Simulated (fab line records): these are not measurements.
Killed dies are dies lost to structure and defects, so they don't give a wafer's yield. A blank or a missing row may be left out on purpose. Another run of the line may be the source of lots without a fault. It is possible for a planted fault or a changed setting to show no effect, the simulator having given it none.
Split-lot study / flow rit cmos / 23 wafers read across 5 lots, on a route 202 steps long

THE SPLIT ITSELF
At RIT_M1_COAT_04 (resist thk 1300 nm), the setting spin rpm was moved away from the recipe's 2000 rpm on 9 of the 23 wafers read, by -6.9% to +3.1%. This setting was run at the recipe's value on the other wafers.

FROM THE SPLIT TO THE READING: what the file shows between them, 2 steps
- RIT_M1_SOFTBAKE_05: time 60 s
- RIT_M1_EXPOSE_06: exposes mask M12, target cd 2600 nm

THE READING
NOVOLAK_of_M1_COAT_04.thk nm (the simulator's own value, which no gauge read), in nm, at RIT_M1_HARDBAKE_11 (time 120 s). The file gives no usual value for it. The 14 wafers here that ran the recipe average 1138 nm, standard deviation 2.6 nm.

wafer=L077.1; tool, chamber at the split=litho track-01, 0; spin rpm as run, rpm=2000; against the recipe=recipe; NOVOLAK_of_M1_COAT_04.thk nm, nm=1136; against lot-mates on the recipe=-
wafer=L077.3; tool, chamber at the split=litho track-01, 0; spin rpm as run, rpm=2000; against the recipe=recipe; NOVOLAK_of_M1_COAT_04.thk nm, nm=1135; against lot-mates on the recipe=-
wafer=L077.4; tool, chamber at the split=litho track-01, 0; spin rpm as run, rpm=2000; against the recipe=recipe; NOVOLAK_of_M1_COAT_04.thk nm, nm=1134; against lot-mates on the recipe=-
wafer=L078.1; tool, chamber at the split=litho track-01, 0; spin rpm as run, rpm=2062; against the recipe=+3.1%; NOVOLAK_of_M1_COAT_04.thk nm, nm=1121; against lot-mates on the recipe=-20
wafer=L078.2; tool, chamber at the split=litho track-01, 0; spin rpm as run, rpm=2062; against the recipe=+3.1%; NOVOLAK_of_M1_COAT_04.thk nm, nm=1125; against lot-mates on the recipe=-16
wafer=L078.4; tool, chamber at the split=litho track-01, 0; spin rpm as run, rpm=2000; against the recipe=recipe; NOVOLAK_of_M1_COAT_04.thk nm, nm=1140; against lot-mates on the recipe=-
wafer=L078.5; tool, chamber at the split=litho track-01, 0; spin rpm as run, rpm=2000; against the recipe=recipe; NOVOLAK_of_M1_COAT_04.thk nm, nm=1140; against lot-mates on the recipe=-
wafer=L078.6; tool, chamber at the split=litho track-01, 0; spin rpm as run, rpm=2000; against the recipe=recipe; NOVOLAK_of_M1_COAT_04.thk nm, nm=1143; against lot-mates on the recipe=-
wafer=L079.1; tool, chamber at the split=litho track-02, 0; spin rpm as run, rpm=2000; against the recipe=recipe; NOVOLAK_of_M1_COAT_04.thk nm, nm=1138; against lot-mates on the recipe=-
wafer=L079.3; tool, chamber at the split=litho track-02, 0; spin rpm as run, rpm=2000; against the recipe=recipe; NOVOLAK_of_M1_COAT_04.thk nm, nm=1138; against lot-mates on the recipe=-
wafer=L079.2; tool, chamber at the split=litho track-02, 0; spin rpm as run, rpm=2059; against the recipe=+3.0%; NOVOLAK_of_M1_COAT_04.thk nm, nm=1120; against lot-mates on the recipe=-18
wafer=L079.4; tool, chamber at the split=litho track-02, 0; spin rpm as run, rpm=2000; against the recipe=recipe; NOVOLAK_of_M1_COAT_04.thk nm, nm=1139; against lot-mates on the recipe=-
wafer=L079.6; tool, chamber at the split=litho track-02, 0; spin rpm as run, rpm=2059; against the recipe=+3.0%; NOVOLAK_of_M1_COAT_04.thk nm, nm=1121; against lot-mates on the recipe=-17
wafer=L083.2; tool, chamber at the split=litho track-01, 0; spin rpm as run, rpm=1892; against the recipe=-5.4%; NOVOLAK_of_M1_COAT_04.thk nm, nm=1173; against lot-mates on the recipe=+34
wafer=L083.3; tool, chamber at the split=litho track-01, 0; spin rpm as run, rpm=1892; against the recipe=-5.4%; NOVOLAK_of_M1_COAT_04.thk nm, nm=1170; against lot-mates on the recipe=+32
wafer=L083.4; tool, chamber at the split=litho track-01, 0; spin rpm as run, rpm=2000; against the recipe=recipe; NOVOLAK_of_M1_COAT_04.thk nm, nm=1139; against lot-mates on the recipe=-
wafer=L083.5; tool, chamber at the split=litho track-01, 0; spin rpm as run, rpm=2000; against the recipe=recipe; NOVOLAK_of_M1_COAT_04.thk nm, nm=1138; against lot-mates on the recipe=-
wafer=L083.6; tool, chamber at the split=litho track-01, 0; spin rpm as run, rpm=1892; against the recipe=-5.4%; NOVOLAK_of_M1_COAT_04.thk nm, nm=1169; against lot-mates on the recipe=+30
wafer=L084.1; tool, chamber at the split=litho track-02, 0; spin rpm as run, rpm=1863; against the recipe=-6.9%; NOVOLAK_of_M1_COAT_04.thk nm, nm=1176; against lot-mates on the recipe=+41
wafer=L084.2; tool, chamber at the split=litho track-02, 0; spin rpm as run, rpm=2000; against the recipe=recipe; NOVOLAK_of_M1_COAT_04.thk nm, nm=1136; against lot-mates on the recipe=-
wafer=L084.5; tool, chamber at the split=litho track-02, 0; spin rpm as run, rpm=2000; against the recipe=recipe; NOVOLAK_of_M1_COAT_04.thk nm, nm=1136; against lot-mates on the recipe=-
wafer=L084.3; tool, chamber at the split=litho track-02, 0; spin rpm as run, rpm=1863; against the recipe=-6.9%; NOVOLAK_of_M1_COAT_04.thk nm, nm=1173; against lot-mates on the recipe=+38
wafer=L084.6; tool, chamber at the split=litho track-02, 0; spin rpm as run, rpm=2000; against the recipe=recipe; NOVOLAK_of_M1_COAT_04.thk nm, nm=1133; against lot-mates on the recipe=-

FIT RESULTS
A straight line over all 23 wafers: NOVOLAK_of_M1_COAT_04.thk nm changes by -5.63 nm for each +1% of spin rpm; r = -0.99; the points scatter about the line by 2.7 nm.
The same after taking each lot's own level away (the mean of its wafers on the recipe; 23 wafers): -5.87 nm for each +1%; r = -1.00; scatter 1.4 nm.
Per that fit: largest spin rpm move, reading shift of 40 nm.
The lots' own levels span 1135.0 to 1141.0 nm, that is 2.3 times the standard deviation above.
Consequently the slope shifts little with the lot-to-lot level, the two slopes agreeing.
Check: for one of the wafers moved furthest among these (-6.9%), held out of the fit, the line's prediction against its lot-mates is +40 nm. Against them it came out at +41 nm.

OTHER SPLITS ON THESE WAFERS
Before the reading, these wafers also passed through other splits. Each is held against what the fit with the lots' levels taken away leaves over:
other split on the same wafers=RIT_SDANNEAL_RTA_03 time s; wafers away from the commonest value=7; r with NOVOLAK_of_M1_COAT_04.thk nm (lot level and that fit taken away)=+0.08
other split on the same wafers=RIT_CONTACT_CVD_00 time s; wafers away from the commonest value=8; r with NOVOLAK_of_M1_COAT_04.thk nm (lot level and that fit taken away)=-0.06
other split on the same wafers=RIT_CONTACT_ETCH_11 time s; wafers away from the commonest value=6; r with NOVOLAK_of_M1_COAT_04.thk nm (lot level and that fit taken away)=-0.03

THE WHOLE CHAIN: every reading that the file lists as answering this split, in the file's order
step=RIT_M1_COAT_04; what it does=resist thk 1300 nm; reading=NOVOLAK_of_M1_COAT_04.thk nm (the simulator's own value, which no gauge read); change (the file's fit)=-6.76 nm for each +1% of the setting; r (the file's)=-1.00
step=RIT_M1_HARDBAKE_11; what it does=time 120 s; reading=NOVOLAK_of_M1_COAT_04.thk nm (the simulator's own value, which no gauge read); change (the file's fit)=-5.83 nm for each +1% of the setting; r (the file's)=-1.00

THE FILE'S OWN FIT
NOVOLAK_of_M1_COAT_04.thk nm changes by -5.83 nm for each +1% of spin rpm, r = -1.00.
